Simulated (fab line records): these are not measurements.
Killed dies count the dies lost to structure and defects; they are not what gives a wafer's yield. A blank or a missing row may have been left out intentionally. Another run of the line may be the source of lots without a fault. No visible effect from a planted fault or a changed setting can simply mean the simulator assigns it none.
Which of the tools did it?    flow rit cmos    42 wafers from 14 lots sampled at 2 of the route's 202 steps

== WHAT THE GAUGES READ, wafer by wafer ==
RIT_SPACER_THK_MEAS_04. Usual: for SPACER_NITRIDE_THK the level is 250.8 nm and the standard deviation is 2.2.
lot   measured     on             SPACER_NITRIDE_THK (nm)  flag
L574  day 3 00:14  film metro-02  247.3 250.3 249.1        
L575  day 3 06:52  film metro-01  247.6 248.8 248.8        
L576  day 3 09:29  film metro-01  253.4 250.8 251.6        
L577  day 3 16:45  film metro-03  250.2 248.3 249.1        
L578  day 3 22:43  film metro-02  254.1 253.0 251.5        
L579  day 4 04:05  film metro-03  247.9 247.7 247.4        
L580  day 4 09:27  film metro-03  251.2 251.1 252.1        
L585  day 5 11:25  film metro-03  254.8 253.3 254.8        
L586  day 6 00:28  film metro-01  283.7 282.5 282.5        OFF
L588  day 6 07:47  film metro-02  289.5 287.8 289.4        OFF
L591  day 6 16:18  film metro-01  251.2 252.5 251.4        
L592  day 6 20:38  film metro-02  249.0 249.8 249.3        
L594  day 7 05:50  film metro-02  248.8 249.3 250.4        
L595  day 7 08:49  film metro-01  250.2 250.8 249.7        

== WHICH TOOL RAN EACH LOT (tool, then ch and the chambers of the sampled wafers, then the start) ==
lot   RIT_SPACER_CVD_03
L574  lpcvd-02 ch 0, day 2 22:19
L575  lpcvd-01 ch 1, day 3 04:56
L576  lpcvd-01 ch 0, day 3 07:34
L577  lpcvd-01 ch 0, day 3 14:49
L578  lpcvd-01 ch 1, day 3 20:49
L579  lpcvd-02 ch 0, day 4 02:09
L580  lpcvd-01 ch 1, day 4 07:32
L585  lpcvd-01 ch 0, day 5 09:30
L586  lpcvd-02 ch 1, day 5 22:31
L588  lpcvd-02 ch 1, day 6 05:53
L591  lpcvd-01 ch 0, day 6 14:23
L592  lpcvd-01 ch 1, day 6 18:43
L594  lpcvd-01 ch 0, day 7 03:55
L595  lpcvd-01 ch 0, day 7 06:53
- RIT_SPACER_CVD_03: deposits Si3N4 from SiH2Cl2/NH3, target thk 250 nm, time 3300 s.

== AS READ BY THE TOOLS THEMSELVES (means over the sampled wafers that have a number; for cases with no such wafer, the mark the record gives instead) ==
RIT_SPACER_CVD_03. Usual: sih2cl2 flow sccm 60.01 sccm, standard deviation 0.18; zone power source pct 21.7 %, standard deviation 0.95.
lot   tool      sih2cl2 flow sccm (sccm)  zone power source pct (%)  flag
L574  lpcvd-02  60.02                     22.8                       
L575  lpcvd-01  60.33                     20.0                       
L576  lpcvd-01  59.99                     22.2                       
L577  lpcvd-01  60.18                     22.1                       
L578  lpcvd-01  60.14                     19.8                       
L579  lpcvd-02  59.79                     22.8                       
L580  lpcvd-01  59.97                     20.1                       
L585  lpcvd-01  60.03                     22.3                       
L586  lpcvd-02  90.02                     21.7                       OFF
L588  lpcvd-02  89.83                     21.9                       OFF
L591  lpcvd-01  60.03                     22.1                       
L592  lpcvd-01  59.95                     19.9                       
L594  lpcvd-01  59.93                     22.2                       
L595  lpcvd-01  60.09                     22.3                       

== THE ANSWER, worked out from the rows above alone ==
Rule: a lot counts as off when the mean over its wafers that have a number is more than 3 standard deviations away from the usual mean. A lot without any number at a reading at which 4 lots or more have one is off too. All remaining lots with rows at the step are treated as sound. The gauges are gone through in route order, then the tools' own readings, and for those a lot's mean is taken as printed above. At the first step where some lot is off, the reading lying furthest off is the one used; lots without a number count as furthest.
Off: L586, L588, seen at RIT_SPACER_THK_MEAS_04 (SPACER_NITRIDE_THK).
If a tool, at a process step before that reading, ran all the lots that are off and no sound lot after the first of them, it fits. Not tried: the gauges at RIT_SPACER_THK_MEAS_04; whatever is off there is also off at RIT_SPACER_CVD_03, on other tools, and gauge error can't account for it. One fits: RIT_SPACER_CVD_03 on lpcvd-02. Its last sound lot is L579 (day 4 02:09), its first lot that is off L586 (day 5 22:31): a fault that began between those two fits.
The tool's own readings at RIT_SPACER_CVD_03 bear it out: on the lots that are off they differ by more than 5 times the standard deviation of the sound lots' means. sih2cl2 flow sccm reads 89.92 sccm there against 60.04 sccm on the sound lots.

== WHAT HAD BEEN PUT IN BY THE SIMULATOR ==
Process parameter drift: lpcvd-02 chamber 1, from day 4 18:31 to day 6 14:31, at RIT_SPACER_CVD_03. A move of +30 in setting sih2cl2 flow sccm, from 60. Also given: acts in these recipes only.
Struck lots among those shown: L586, L588. The rule above found the same.
